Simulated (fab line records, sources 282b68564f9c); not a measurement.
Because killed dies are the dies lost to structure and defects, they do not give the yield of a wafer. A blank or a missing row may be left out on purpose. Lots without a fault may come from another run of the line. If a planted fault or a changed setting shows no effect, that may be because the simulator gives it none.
Which tool was responsible? | flow rit-cmos | Sampling: 7 lots, 21 wafers, 2 of 202 route steps

== WHAT THE GAUGES READ, wafer by wafer ==
RIT_FOX1_THK_MEAS_01.
lot  | measured    | on            | FOX1_OXIDE_THK (nm)
L123 | day 1 23:30 | film-metro-03 | 347 349 343
L125 | day 2 10:11 | film-metro-04 | 344 346 342
L127 | day 2 20:33 | film-metro-03 | 350 347 345
L131 | day 3 18:52 | film-metro-04 | 517 516 529
L137 | day 5 03:51 | film-metro-02 | 507 510 509
L140 | day 5 19:04 | film-metro-02 | 348 348 354
L144 | day 6 14:26 | film-metro-02 | 367 354 357

== TOOL THAT RAN EACH LOT (tool first, then ch and the chambers of the sampled wafers, then the start) ==
lot  | RIT_FOX1_OXIDATION_00
L123 | furnace-04 ch 0, day 1 22:11
L125 | furnace-04 ch 0, day 2 08:51
L127 | furnace-04 ch 0, day 2 19:13
L131 | furnace-04 ch 0, day 3 15:53 and furnace-03 ch 0, day 3 17:27
L137 | furnace-04 ch 0, day 5 00:09
L140 | furnace-03 ch 0, day 5 17:44
L144 | furnace-01 ch 0, day 6 13:06
- RIT_FOX1_OXIDATION_00: target thk 350.7 nm, ox time 1130 s.

== THE ANSWER, worked out from the rows above alone ==
Rule: usual is defined by the lots themselves. The widest of any qualifying gaps counts: lots, ordered by their means at a reading, are off when they make up no more than a third of the lots, leave a main group of 4 or more, and stand apart from it by 3 or more times the standard deviation of that group's means. A main group whose means are all the same, to the digits that the tables above print for the reading, isn't used. Also off: a lot with no number at a reading for which 4 or more lots have one. Any other lot the step has rows for is counted as sound.
Off: L131, L137, seen at RIT_FOX1_THK_MEAS_01 (FOX1_OXIDE_THK). The main group has a mean of 349 nm with a standard deviation of 5.3.
A tool fits if, at a process step before that reading, it ran every lot that is off, and no sound lot after the first of them. The gauges at RIT_FOX1_THK_MEAS_01 are tried like those tools. One fits: furnace-04 at RIT_FOX1_OXIDATION_00. Its last sound lot is L127 (day 2 19:13), its first lot that is off L131 (day 3 15:53): a fault that began between those two fits.

== WHAT THE SIMULATOR HAD PUT IN ==
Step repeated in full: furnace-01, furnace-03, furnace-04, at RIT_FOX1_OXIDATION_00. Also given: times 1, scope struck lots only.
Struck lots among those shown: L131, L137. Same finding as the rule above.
